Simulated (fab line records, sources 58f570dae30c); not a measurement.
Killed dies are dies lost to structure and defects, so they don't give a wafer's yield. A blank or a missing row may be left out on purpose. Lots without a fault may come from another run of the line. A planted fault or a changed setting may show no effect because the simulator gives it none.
One fault seen from 2 desks | flow berkeley_cmos170 | each desk has only its own numbers; what lay behind them comes last

THE TOOL OWNER'S DESK: rie_diel-03
The tool's own readings at UCB170_PWELL_ETCH_14 (etches Si3N4 in CH3F/Ar/O2, stops on SiO2, target depth 242 nm, time 151 s): means of the sampled wafers that have a number, for each lot that ran on this tool. A lot is out of limits, marked OUT, if its mean lies more than 4 standard deviations from the usual mean; the brackets give that distance.
Columns: A = drypump_motor_current_A at UCB170_PWELL_ETCH_14, usual 5.7 A; B = mfc_ar_sccm at UCB170_PWELL_ETCH_14, usual 50.00 sccm; C = oes_product_au at UCB170_PWELL_ETCH_14, usual 0.936 a.u.; D = throttle_valve_pct at UCB170_PWELL_ETCH_14, usual 8.04 %
lot  | first seen here | A   | B     | C     | D
L529 | day 3 13:40     | 6.0 | 50.14 | 0.931 | 8.05
L531 | day 4 03:37     | 6.2 | 50.04 | 0.931 | 8.05
L533 | day 4 12:23     | 6.1 | 50.08 | 0.935 | 8.04
L535 | day 5 00:32     | 6.2 | 50.14 | 0.925 | 8.03
L537 | day 5 10:07     | 5.6 | 50.03 | 0.936 | 8.04
L541 | day 5 19:27     | 6.3 | 49.93 | 0.942 | 8.04
This desk's finding: nothing out of limits on any of the 6 lots.

THE METROLOGY DESK
What the gauges read, lot by lot, whatever tool the lot ran on: means of the sampled wafers that have a number. A lot is out of limits, marked OUT, if its mean lies more than 4 standard deviations from the usual mean; the brackets give that distance.
Columns: A = cd_nm at UCB170_ACTIVE_CD_MEAS_90, usual 1199.9 nm
lot  | first seen here | A
L527 | day 4 13:47     | 1197.8
L529 | day 4 21:57     | 1201.9
L530 | day 4 22:17     | 1199.8
L532 | day 5 12:10     | 1199.8
L531 | day 5 12:14     | 1199.7
L533 | day 5 17:55     | 1199.1
L535 | day 6 03:25     | 1199.5
L534 | day 6 03:57     | 1200.2
L537 | day 6 17:22     | 1199.1
L541 | day 7 00:30     | 1201.0
L544 | day 8 00:13     | 1200.1
L547 | day 8 11:56     | 1201.1
L548 | day 8 16:38     | 1200.4
L550 | day 9 09:47     | 1198.7
This desk's finding: nothing out of limits on any of the 14 lots.

PUT TOGETHER
The tool owner's desk saw nothing out of limits.
The metrology desk saw nothing out of limits.

WHAT THE SIMULATOR HAD PUT IN
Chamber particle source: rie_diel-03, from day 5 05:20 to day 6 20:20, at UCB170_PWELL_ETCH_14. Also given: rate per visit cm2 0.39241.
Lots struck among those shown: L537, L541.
